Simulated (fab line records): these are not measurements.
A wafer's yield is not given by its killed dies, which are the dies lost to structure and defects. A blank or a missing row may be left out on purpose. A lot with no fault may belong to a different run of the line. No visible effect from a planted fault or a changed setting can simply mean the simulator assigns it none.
Problem report, 8D (eight disciplines) form, completed by code    flow berkeley_cmos170    the parts of the form that need people (team, actions taken, sign-off) are left out

## 1. THE ISSUE
Mean CONTACT_OVL at UCB170_CONTACT_OVL_MEAS_16: 256 nm over 9 wafers in 3 lots; fault-free wafers: -3 nm, standard deviation 5.2. That puts it +50 standard deviations away from the usual mean.
Earliest sighting: wafer L426.1 on overlay-02 at day 11 01:26. The record holds 45 wafers of 15 lots with a number at this step. Rule for "out", or "out of limits": more than 4 standard deviations from the usual mean. Any other wafer with a number is counted as sound.

## 2. WHAT IT IS, AND WHAT IT ISN'T
question                     is                      is not
which readings at this step  CONTACT_OVL             -
which lots                   L426, L429, L431        L414, L415, L416, L417, L418, L419, L420, L421, L423, L425, L427, L434
which wafers of those lots   all that have a number  -
read on which gauges         overlay-01, overlay-02  -
when                         from day 11 01:26       up to then (30 sound wafers); but 6 sound wafers of L427, L434 came after

## 3. THE SUSPECTS, EACH WITH WHAT RULES IT OUT
Counting: a tool at a process step up to the reading stays a suspect if it ran every lot that is out and no sound lot after the first of them.
- the gauge at UCB170_CONTACT_OVL_MEAS_16 has been ruled out. The wafers that are out were read on 2 gauges (overlay-01, overlay-02).
- krf_scanner-02 at UCB170_CONTACT_EXPOSE_12 (exposes mask CONT, target cd 700 nm): kept. All lots that are out passed through it, beginning with L426 at day 11 00:55, and no sound lot followed; its final sound lot before that point was L423 at day 9 19:58.
After counting, what remains is krf_scanner-02 at UCB170_CONTACT_EXPOSE_12.

## 4. THE CAUSE (what the simulator had put in)
Scanner matching overlay: krf_scanner-02, from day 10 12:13 on, at UCB170_CONTACT_EXPOSE_12. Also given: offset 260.
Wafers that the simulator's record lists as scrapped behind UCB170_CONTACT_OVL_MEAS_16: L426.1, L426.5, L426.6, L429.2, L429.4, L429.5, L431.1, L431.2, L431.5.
This tool alone remained once counting was done.

## 5. THE CHAIN OF EFFECTS, in route order
One row per reading whose mean, taken over the struck wafers that have a number, lies over 3 standard deviations from the usual. Only readings for which the record gives a usual standard deviation are gone through. hours: the time from each lot's start at the first step in this table that gives one to its start at this step, as a median over the lots. sigmas: the change in usual standard deviations.
hours  step                        reading      usual  on struck wafers  change  sigmas
0      UCB170_CONTACT_OVL_MEAS_16  CONTACT_OVL  -3 nm  256               +259    +50

## 6. WHAT WOULD HAVE CAUGHT IT SOONER
In this record the first reading out of limits at a measuring or inspecting step was taken at day 11 01:26, 13 hours after the fault began at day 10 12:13.
No tool reading at UCB170_CONTACT_EXPOSE_12 that has a usual standard deviation in the record was out on any struck wafer, so an alarm limit of 4 standard deviations on those readings would not have fired.
Of the lots that are out (3), L429, L431 began UCB170_CONTACT_EXPOSE_12 on krf_scanner-02 after day 11 01:26. A hold on the tool at that time would have spared those 2.
